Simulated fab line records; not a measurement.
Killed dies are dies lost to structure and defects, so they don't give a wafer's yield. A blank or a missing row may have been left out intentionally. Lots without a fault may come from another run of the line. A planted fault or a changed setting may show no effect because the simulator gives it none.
Lot-split experiment / flow berkeleyCmos170 / 23 wafers read across 5 lots, on a route 331 steps long

== ON THE SPLIT ==
At UCB170_M3_METAL_ETCH_18 (etches Al in Cl2/BCl3, stops on SiO2, target depth 1170 nm, time 195 s), the setting timeS was moved away from the recipe's 195 s on 10 of the 23 wafers read, by -5.4% to +12.9%. All remaining wafers had this setting at the recipe value.

There is no step in the file separating the split from the reading.

== THE READING ==
oesProductAu, in a.u., at UCB170_M3_STRIP_19 (strips in O2). Typical for fault-free wafers on this fab line: 0.551 a.u., with standard deviation 0.01 a.u.

wafer=L075.1; tool, chamber at the split=rieMetal-03, 0; timeS as run, s=195; against the recipe=recipe; oesProductAu, a.u.=0.542; against lot-mates on the recipe=-
wafer=L075.2; tool, chamber at the split=rieMetal-03, 1; timeS as run, s=195; against the recipe=recipe; oesProductAu, a.u.=0.568; against lot-mates on the recipe=-
wafer=L075.3; tool, chamber at the split=rieMetal-03, 1; timeS as run, s=195; against the recipe=recipe; oesProductAu, a.u.=0.562; against lot-mates on the recipe=-
wafer=L078.1; tool, chamber at the split=rieMetal-03, 1; timeS as run, s=220.1; against the recipe=+12.9%; oesProductAu, a.u.=0.462; against lot-mates on the recipe=-0.080
wafer=L078.3; tool, chamber at the split=rieMetal-03, 0; timeS as run, s=195; against the recipe=recipe; oesProductAu, a.u.=0.536; against lot-mates on the recipe=-
wafer=L078.4; tool, chamber at the split=rieMetal-03, 1; timeS as run, s=220.1; against the recipe=+12.9%; oesProductAu, a.u.=0.468; against lot-mates on the recipe=-0.074
wafer=L078.5; tool, chamber at the split=rieMetal-03, 1; timeS as run, s=195; against the recipe=recipe; oesProductAu, a.u.=0.554; against lot-mates on the recipe=-
wafer=L078.6; tool, chamber at the split=rieMetal-03, 0; timeS as run, s=195; against the recipe=recipe; oesProductAu, a.u.=0.537; against lot-mates on the recipe=-
wafer=L079.1; tool, chamber at the split=rieMetal-02, 0; timeS as run, s=184.4; against the recipe=-5.4%; oesProductAu, a.u.=0.569; against lot-mates on the recipe=+0.030
wafer=L079.2; tool, chamber at the split=rieMetal-02, 1; timeS as run, s=184.4; against the recipe=-5.4%; oesProductAu, a.u.=0.566; against lot-mates on the recipe=+0.027
wafer=L079.3; tool, chamber at the split=rieMetal-02, 1; timeS as run, s=195; against the recipe=recipe; oesProductAu, a.u.=0.534; against lot-mates on the recipe=-
wafer=L079.5; tool, chamber at the split=rieMetal-02, 0; timeS as run, s=184.4; against the recipe=-5.4%; oesProductAu, a.u.=0.571; against lot-mates on the recipe=+0.032
wafer=L079.6; tool, chamber at the split=rieMetal-02, 1; timeS as run, s=195; against the recipe=recipe; oesProductAu, a.u.=0.543; against lot-mates on the recipe=-
wafer=L081.1; tool, chamber at the split=rieMetal-01, 0; timeS as run, s=195; against the recipe=recipe; oesProductAu, a.u.=0.569; against lot-mates on the recipe=-
wafer=L081.2; tool, chamber at the split=rieMetal-01, 1; timeS as run, s=195; against the recipe=recipe; oesProductAu, a.u.=0.553; against lot-mates on the recipe=-
wafer=L081.3; tool, chamber at the split=rieMetal-01, 0; timeS as run, s=212.9; against the recipe=+9.2%; oesProductAu, a.u.=0.506; against lot-mates on the recipe=-0.051
wafer=L081.4; tool, chamber at the split=rieMetal-01, 1; timeS as run, s=212.9; against the recipe=+9.2%; oesProductAu, a.u.=0.487; against lot-mates on the recipe=-0.070
wafer=L081.5; tool, chamber at the split=rieMetal-01, 0; timeS as run, s=195; against the recipe=recipe; oesProductAu, a.u.=0.550; against lot-mates on the recipe=-
wafer=L085.1; tool, chamber at the split=rieMetal-02, 0; timeS as run, s=206.1; against the recipe=+5.7%; oesProductAu, a.u.=0.503; against lot-mates on the recipe=-0.036
wafer=L085.3; tool, chamber at the split=rieMetal-02, 0; timeS as run, s=195; against the recipe=recipe; oesProductAu, a.u.=0.535; against lot-mates on the recipe=-
wafer=L085.4; tool, chamber at the split=rieMetal-02, 1; timeS as run, s=206.1; against the recipe=+5.7%; oesProductAu, a.u.=0.498; against lot-mates on the recipe=-0.041
wafer=L085.5; tool, chamber at the split=rieMetal-02, 1; timeS as run, s=206.1; against the recipe=+5.7%; oesProductAu, a.u.=0.502; against lot-mates on the recipe=-0.037
wafer=L085.6; tool, chamber at the split=rieMetal-02, 0; timeS as run, s=195; against the recipe=recipe; oesProductAu, a.u.=0.543; against lot-mates on the recipe=-

FIT RESULTS
A straight line over all 23 wafers: oesProductAu changes by -0.00593 a.u. for each +1% of timeS; r = -0.94; the points scatter about the line by 0.012 a.u.
The same after taking each lot's own level away (the mean of its wafers on the recipe; 23 wafers): -0.00612 a.u. for each +1%; r = -0.98; scatter 0.0074 a.u.
According to that fit, moving timeS by its largest amount changes the reading by 0.079 a.u.
The lots' own levels span 0.5385 to 0.5573 a.u., that is 1.9 times the standard deviation above.
So the lot-to-lot level changes the slope little: the two slopes agree.
Check: -0.0798 a.u. against its lot-mates is what the line predicts for one of the wafers moved furthest among these (+12.9%) when that wafer is left out of the fit. It came out at -0.0803 a.u. against them.

== THE WHOLE CHAIN: every reading that the file lists as answering this split, in the file's order ==
step=UCB170_M3_METAL_ETCH_18; what it does=etches Al in Cl2/BCl3, stops on SiO2, target depth 1170 nm, time 195 s; reading=etch.depthNm (the simulator's own value, which no gauge read); change (the file's fit)=-2.1 nm for each +1% of the setting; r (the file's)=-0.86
step=UCB170_M3_METAL_ETCH_18; what it does=etches Al in Cl2/BCl3, stops on SiO2, target depth 1170 nm, time 195 s; reading=KrF_of_M3_COAT_10.thkNm (the simulator's own value, which no gauge read); change (the file's fit)=-5.77 nm for each +1% of the setting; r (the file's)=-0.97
step=UCB170_M3_STRIP_19; what it does=strips in O2; reading=oesProductAu; change (the file's fit)=-0.0062 a.u. for each +1% of the setting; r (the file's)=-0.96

== FILE'S OWN FIT ==
oesProductAu changes by -0.0062 a.u. for each +1% of timeS, r = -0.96.
